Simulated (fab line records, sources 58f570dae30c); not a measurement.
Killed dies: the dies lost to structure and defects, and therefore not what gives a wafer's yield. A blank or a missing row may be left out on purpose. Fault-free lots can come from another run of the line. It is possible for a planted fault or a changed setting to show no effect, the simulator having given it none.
A lot that was struck, set against a sound lot    flow berkeley-cmos170    14 out of 331 route steps
Sound: the wafers L401.3, L401.4, L401.5. Wafers struck: L405.2, L405.3, L405.6. The cause comes at the end.
For every step that has rows: the tool of each side, followed by ch and its chambers, followed by its first start. Under that, the readings that differ: sound wafers    struck wafers    difference of the means    sigmas: that difference in standard deviations of wafers without a fault.
alike: words and numbers the same on both sides, and readings whose means are apart by under 2 such deviations; not compared: readings that were withheld, readings missing a value for some wafer, numbers with overlapping values and no deviation given by the record, and bounds like >300 which may hide the same value.
Wherever a step has rows on one side only, a row that says differs or no value, or a row with sigmas, the two part there. Numbers that have no deviation but don't overlap get no sigmas and don't part them. A reading that every wafer of one side lacks parts them only if that side has two wafers or more.

first, 2 steps without rows for these wafers: UCB170_NWELL_PEB_10; UCB170_NWELL_DEVELOP_11 (develop time 45 s).
UCB170_NWELL_OVL_MEAS_12:
  sound on overlay-02, day 4 20:25; struck on overlay-01, day 5 13:40
  alike: NWELL_OVL
UCB170_NWELL_ETCH_13: etches Si3N4 in CH3F/Ar/O2, stops on SiO2, target depth 246.4 nm, time 154 s.
  sound on rie-diel-03 ch 2,3, day 4 20:26; struck on rie-diel-03 ch 1,3, day 5 13:42
  alike: drypump-motor-current-A, mfc-ar-sccm, oes-product-au, throttle-valve-pct
  not compared: rf-hours-counter-h
after that, 1 step had no rows for these wafers: UCB170_NWELL_IMPLANT_14.
UCB170_NWELL_STRIP_15: strips in O2.
  sound on plasma-asher-04 ch 0,1, day 4 20:43; struck on plasma-asher-01 ch 0, day 5 13:57
  alike: drypump-motor-current-A, oes-product-au, strip-time-to-endpoint-s
  not compared: rf-hours-counter-h
UCB170_NWELL_TW_MEAS_16:
  sound on film-metro-03, day 4 20:48; struck on film-metro-02, day 5 14:04
reading   sound           struck          difference  sigmas
NWELL_TW  1261 1254 1255  1232 1235 1234  -23         -3
then, 5 steps without rows for these wafers: UCB170_NWELL_CLEAN_17 (cleans in SPM, time 600 s); UCB170_NWELL_WET_ETCH_18 (etches Si3N4 in H3PO4, time 14400 s); UCB170_NWELL_WET_ETCH_19 (etches SiO2 in BOE, time 22 s); UCB170_PWELL_CLEAN_00 (cleans in SPM, time 600 s); UCB170_PWELL_CLEAN_01 (cleans in dHF, time 60 s).
UCB170_PWELL_OXIDATION_02: target thk 26.4 nm, ox time 1260 s.
  struck on furnace-04, day 5 21:53; sound on furnace-02 ch 0, day 5 06:54
  no value came back on the struck wafers for ox-temp-c (C), ox-temp-c-max, zone-power-centre-pct (%); on the sound wafers ox-temp-c (C) reads 999.8 1000.4 1000.2
then, 1 step without rows for these wafers: UCB170_PWELL_ANNEAL_04 (time 900 s).

WHERE THEY PART
Earliest at UCB170_NWELL_TW_MEAS_16; latest, in this record, at UCB170_PWELL_OXIDATION_02.

WHY: the cause the simulator had injected
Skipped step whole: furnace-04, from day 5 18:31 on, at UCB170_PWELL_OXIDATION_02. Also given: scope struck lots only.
